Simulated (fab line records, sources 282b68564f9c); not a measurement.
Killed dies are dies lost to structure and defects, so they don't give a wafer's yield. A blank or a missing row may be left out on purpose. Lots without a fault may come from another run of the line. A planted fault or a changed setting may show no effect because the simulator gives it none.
fab line records | flow rit_cmos
record lots=5 wafers=23
route steps=202 shown M1@196
start_h: hours from the record's first day to the start of the lot's first wafer shown | wait_h: hours since the lot's step before | " the same as in the row above | L1.1+2: a row that stands for several wafers | - no value, or no start given | * or withheld: withheld | < > ~ a bound
route shown NAME@n: a module of which the file shows steps, and the number in the route of the first | usual: mean/standard deviation of fault-free wafers | same: alike in all rows | chamber/n: place in a boat | sites: the reading at each site | _std_site: their standard deviation | _edge_site: outer sites' mean less inner sites' | radius_mm: how far each site lies from the wafer's centre | mask NAME#n: copy n | behind: the tool/chamber that last shaped the wafer | hold: why the lot was held/for how many hours/how that ended | device: the transistor (n, p or np) that didn't switch | end of line: the same wafers' tests at the end of the route | a step without rows: its recipe alone | killed: dies lost to structure and defects at the first sort, not the wafer's yield | map: a wafer's dies, x killed, . not, _ none there
set.NAME: the setting as run; set.NAME@STEP: as run at that earlier step | model.NAME: the simulator's own value behind a step, which no gauge read
lots whose settings were changed on purpose; a table a step, a row a wafer
## steps
# step RIT_M1_METAL_ETCH_12
# recipe stop_on=SiO2 chemistry=Cl2/BCl3 target=Al time_s=165 over_etch_frac=0.5 pressure_mtorr=100 target_depth_a=6000 rf_w=250 Cl2_flow_sccm=60 bcl3_flow_sccm=50
# usual oes_product_au=0.773/0.014
# columns lot.wafer tool chamber start_h wait_h set.rf_w set.time_s@CONTACT_CVD_00 set.time_s@M1_SPUTTER_00 set.dose_mj@M1_EXPOSE_06 oes_product_au model.SiO2_of_CONTACT_CVD_00.thk_nm model.NOVOLAK_of_M1_COAT_04.thk_nm model.M1.cd_nm
L076.1 rie_metal-01 0 70.98 0.2 240.4 61 500 250 0.749 357.3 816.7 2602
L076.2 " 1 " " 250 65.67 460.5 250 0.736 - - 2600
L076.4 " 1 " " 240.4 65.67 500 244.1 0.771 397 815.9 2609
L076.5 " 1 " " 250 61 500 244.1 0.769 363.7 805.3 2609
L076.6 " 0 " " 250 65.67 460.5 250 0.715 - - 2600
L078.1 rie_metal-03 0 80.16 0.2 250 61 500 250 0.771 360.6 812.2 2600
L078.2 " 1 " " 266.9 61 500 234.3 0.749 357.9 777.9 2609
L078.3 " 1 " " 250 61 541.5 234.3 0.802 - - 2614
L078.5 " 0 " " 266.9 61 541.5 250 0.812 - - 2595
L078.6 " 1 " " 250 61 500 234.3 0.757 363.7 798.6 2612
L079.1 rie_metal-01 1 86.27 0.2 250 61 500 250 0.784 362.7 804.6 2595
L079.2 " 0 " " 250 61 500 250 0.760 362.1 805.8 2593
L079.6 " 1 " " 250 61 500 250 0.775 367.5 800.3 2593
L080.1 rie_metal-04 1 89.01 0.2 250 61 534.9 261.3 0.823 - - 2590
L080.2 " 0 " " 250 56.97 500 250 0.776 341.2 802.3 2604
L080.4 " 1 " " 250 61 534.9 250 0.827 - - 2601
L080.5 " 0 " " 250 61 500 261.3 0.788 370.6 800.2 2590
L080.6 " 1 " " 250 56.97 534.9 261.3 0.824 - - 2587
L082.1 rie_metal-01 1 100.90 0.2 250 66.18 429.6 265.2 0.714 - - 2583
L082.2 " 0 " " 250 61 500 265.2 0.752 357.8 800.2 2583
L082.3 " 1 " " 250 61 500 250 0.776 352.9 801.4 2598
L082.4 " 0 " " 278 66.18 500 265.2 0.758 393.9 764.7 2580
L082.6 " 1 " " 278 66.18 429.6 250 0.705 - - 2600
# step RIT_M1_STRIP_13
# recipe chemistry=nmp resist=NOVOLAK temp_c=80 time_s=600 dry=n2_spin
# step RIT_M1_STRIP_14
# recipe chemistry=O2 time_s=180 platen_temp_c=withheld power_w=500 pressure_mtorr=4000 o2_flow_sccm=4000
# step RIT_M1_CD_MEAS_90
# recipe target_cd_nm=2600
# usual cd_nm=2599/3.1
# columns lot.wafer tool chamber start_h wait_h set.dose_mj@M1_EXPOSE_06 cd_nm
L076.1 cd_sem-01 - 71.67 0.1 250 2602
L076.2 " - " " 250 2600
L076.4 " - " " 244.1 2609
L076.5 " - " " 244.1 2609
L076.6 " - " " 250 2600
L078.1 cd_sem-01 - 80.85 0.1 250 2600
L078.2 " - " " 234.3 2609
L078.3 " - " " 234.3 2614
L078.5 " - " " 250 2595
L078.6 " - " " 234.3 2611
L079.1 cd_sem-01 - 86.79 0.1 250 2595
L079.2 " - " " 250 2593
L079.6 " - " " 250 2593
L080.1 cd_sem-02 - 89.52 0.1 261.3 2589
L080.2 " - " " 250 2604
L080.4 " - " " 250 2602
L080.5 " - " " 261.3 2590
L080.6 " - " " 261.3 2587
L082.1 cd_sem-02 - 101.59 0.1 265.2 2583
L082.2 " - " " 265.2 2583
L082.3 " - " " 250 2598
L082.4 " - " " 265.2 2580
L082.6 " - " " 250 2600
# step RIT_M1_ANNEAL_15
# recipe temp_c=450 time_s=1800 ambient=forming_gas_H2N2
# step RIT_M1_PROBE_99
# usual killed_at_contacts=0.1/0.32 killed_at_front_end=7/3 killed_dies=6.8/3 killed_open=3.5/2.1 killed_short=3.3/1.9
# same gross_dies=264 killed_at_M0_to_M3=0 killed_at_M4_up=0 killed_at_back_side=0 killed_at_other=0
# columns lot.wafer tool chamber start_h wait_h set.dose_mj@GATE_EXPOSE_13 killed_at_contacts killed_at_front_end killed_dies killed_open killed_short model.etest.pmos_0p15.r_on_ohm_um model.etest.pmos_turned.r_on_ohm_um model.etest.pmos_0p3.r_on_ohm_um model.etest.nmos_0p15.drive_ua_um model.etest.nmos_0p15.r_on_ohm_um model.etest.pmos_0p15.drive_ua_um model.etest.npoly_line.line_ohm_um model.etest.ppoly_line.line_ohm_um
L076.1 prober-02 - 73.41 0.1 399.6 0 125 125 3 2 2166 2851 5832 615 914.1 340.1 235.6 222.2
L076.2 prober-02 - 73.46 0.1 399.6 0 133 133 6 4 2149 2863 5900 613.2 917 347.8 246.6 231.7
L076.4 prober-02 - 73.56 0.2 399.6 0 133 133 6 5 2153 2845 5867 623.6 947.7 354.4 247.8 235.8
L076.5 prober-02 - 73.61 0.2 380 0 8 8 3 5 2768 3441 6204 482.8 1139 257.4 175 168.1
L076.6 prober-02 - 73.66 0.2 380 0 3 3 2 1 2747 3404 6187 476.1 1101 259.2 170.3 162.6
L078.1 prober-02 - 82.59 0.1 357.5 0 217 217 2 4 - - - - - - - -
L078.2 prober-02 - 82.64 0.1 380 0 3 3 1 2 2650 3253 6028 476.3 1166 276.3 173.7 168
L078.3 prober-02 - 82.69 0.2 357.5 0 224 224 4 3 - - - - - - - -
L078.5 prober-02 - 82.79 0.2 380 0 4 4 0 4 2623 3248 6031 477.4 1112 272.2 170.9 161
L078.6 prober-02 - 82.84 0.2 357.5 0 200 200 5 4 - - - - - - - -
L079.1 prober-01 - 88.53 0.1 380 0 5 5 3 2 2587 3201 5926 497.7 1098 282.3 172.4 166.8
L079.2 prober-01 - 88.58 0.1 380 0 9 9 4 5 2540 3136 5832 498.2 1087 284.9 171.8 168.4
L079.6 prober-01 - 88.78 0.2 380 0 12 12 4 8 2518 3127 5834 501.3 1069 286.8 174.1 164.7
L080.1 prober-02 - 91.26 0.1 380 0 6 6 3 3 2685 3384 6145 492 1102 270.2 168.7 166.7
L080.2 prober-02 - 91.31 0.1 380 0 7 7 4 3 2744 3482 6229 486.8 1154 262 180 172.1
L080.4 prober-02 - 91.41 0.2 380 0 7 7 6 1 2738 3434 6196 489.8 1113 262 172 168.8
L080.5 prober-02 - 91.46 0.2 371.3 0 4 4 1 3 2978 3642 6310 446 1172 237.9 155.6 152.4
L080.6 prober-02 - 91.51 0.2 371.3 0 8 8 3 5 2990 3690 6297 440.1 1183 236.1 153 146.2
L082.1 prober-02 - 103.33 0.1 380 0 5 5 0 5 2808 3446 6268 468.3 1175 257.3 171.2 166.7
L082.2 prober-02 - 103.38 0.1 380 0 5 5 1 4 2770 3466 6266 465.3 1159 255.6 171.2 162.2
L082.3 prober-02 - 103.43 0.2 380 0 8 8 3 5 2846 3573 6264 451.1 1187 250 170.8 164
L082.4 prober-02 - 103.48 0.2 380 0 5 5 5 0 2789 3470 6222 469.7 1149 258.4 170.7 164.2
L082.6 prober-02 - 103.58 0.2 380 2 5 7 2 5 2752 3411 6187 466.8 1134 259.6 171.5 163.1
# killed by level:class
L076.1 GATE:area_expose=120 GATE:geometric_particle:open=2 ACTIVE:geometric_particle:open=1 SPACER:geometric_particle:short=1 SILICIDE:geometric_particle:short=1
L076.2 GATE:area_expose=123 GATE:geometric_particle:open=3 FOX1:geometric_particle:short=1 FOX2:geometric_particle:open=1 GATE:geometric_particle:short=1 REOX:geometric_particle:open=1 REOX:geometric_particle:short=1 SPACER:geometric_particle:short=1
L076.4 GATE:area_expose=122 GATE:geometric_particle:short=3 GATE:geometric_particle:open=2 REOX:geometric_particle:open=2 FOX1:geometric_particle:open=1 FOX1:geometric_particle:short=1 REOX:geometric_particle:short=1 SILICIDE:geometric_particle:open=1
L076.5 GATE:geometric_particle:open=2 GATE:geometric_particle:short=2 SILICIDE:geometric_particle:short=2 SPACER:geometric_particle:short=1 SILICIDE:geometric_particle:open=1
L076.6 GATE:geometric_particle:open=1 GATE:geometric_particle:short=1 SILICIDE:geometric_particle:open=1
L078.1 GATE:area_expose=211 FOX2:geometric_particle:short=2 FOX1:geometric_particle:short=1 GATE:geometric_particle:short=1 SPACER:geometric_particle:open=1 SILICIDE:geometric_particle:open=1
L078.2 FOX1:geometric_particle:short=1 REOX:geometric_particle:open=1 SILICIDE:geometric_particle:short=1
L078.3 GATE:area_expose=217 SPACER:geometric_particle:open=2 FOX1:geometric_particle:open=1 GATE:geometric_particle:short=1 GATE:geometric_particle:open=1 SILICIDE:geometric_particle:short=1 SPACER:geometric_particle:short=1
L078.5 FOX1:geometric_particle:short=1 FOX2:geometric_particle:short=1 REOX:geometric_particle:short=1 SILICIDE:geometric_particle:short=1
L078.6 GATE:area_expose=191 FOX1:geometric_particle:open=1 FOX2:geometric_particle:short=1 FOX2:geometric_particle:open=1 GATE:geometric_particle:open=1 REOX:geometric_particle:short=1 SPACER:geometric_particle:short=1 SPACER:geometric_particle:open=1
L079.1 GATE:geometric_particle:open=3 GATE:geometric_particle:short=1 REOX:geometric_particle:short=1
L079.2 GATE:geometric_particle:open=2 GATE:geometric_particle:short=2 REOX:geometric_particle:open=2 FOX1:geometric_particle:short=1 FOX2:geometric_particle:short=1 SILICIDE:geometric_particle:short=1
L079.6 GATE:geometric_particle:short=4 GATE:geometric_particle:open=2 REOX:geometric_particle:short=2 FOX1:geometric_particle:short=1 FOX2:geometric_particle:open=1 REOX:geometric_particle:open=1 SPACER:geometric_particle:short=1
L080.1 SPACER:geometric_particle:open=2 SPACER:geometric_particle:short=2 FOX1:geometric_particle:short=1 SILICIDE:geometric_particle:open=1
L080.2 GATE:geometric_particle:short=3 FOX1:geometric_particle:open=2 SPACER:geometric_particle:open=1 SILICIDE:geometric_particle:open=1
L080.4 GATE:geometric_particle:open=3 SPACER:geometric_particle:open=3 GATE:geometric_particle:short=1
L080.5 FOX1:geometric_particle:short=1 GATE:geometric_particle:open=1 GATE:geometric_particle:short=1 SPACER:geometric_particle:short=1
L080.6 FOX1:geometric_particle:open=2 GATE:geometric_particle:short=2 SILICIDE:geometric_particle:short=2 FOX1:geometric_particle:short=1 SILICIDE:geometric_particle:open=1
L082.1 GATE:geometric_particle:short=3 FOX1:geometric_particle:short=2
L082.2 GATE:geometric_particle:short=2 FOX1:geometric_particle:short=1 FOX2:geometric_particle:short=1 GATE:geometric_particle:open=1
L082.3 GATE:geometric_particle:short=5 REOX:geometric_particle:open=2 GATE:geometric_particle:open=1
L082.4 GATE:geometric_particle:open=2 REOX:geometric_particle:open=2 SPACER:geometric_particle:open=1
L082.6 GATE:geometric_particle:open=2 SILICIDE:geometric_particle:short=2 CONTACT:geometric_particle:short=2 GATE:geometric_particle:short=1
## key
split step=RIT_M1_METAL_ETCH_12 setting=rf_w stated=250 by=wafer
response step=RIT_M1_METAL_ETCH_12 reading=model.NOVOLAK_of_M1_COAT_04.thk_nm change=-3.4 per=1% r=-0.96
split outside_this_file step=RIT_GATE_EXPOSE_13 setting=dose_mj
split outside_this_file step=RIT_CONTACT_CVD_00 setting=time_s
split outside_this_file step=RIT_M1_SPUTTER_00 setting=time_s
split outside_this_file step=RIT_M1_EXPOSE_06 setting=dose_mj
# split outside_this_file: this setting was split too, and the file shows its column; the key of that split is in another file
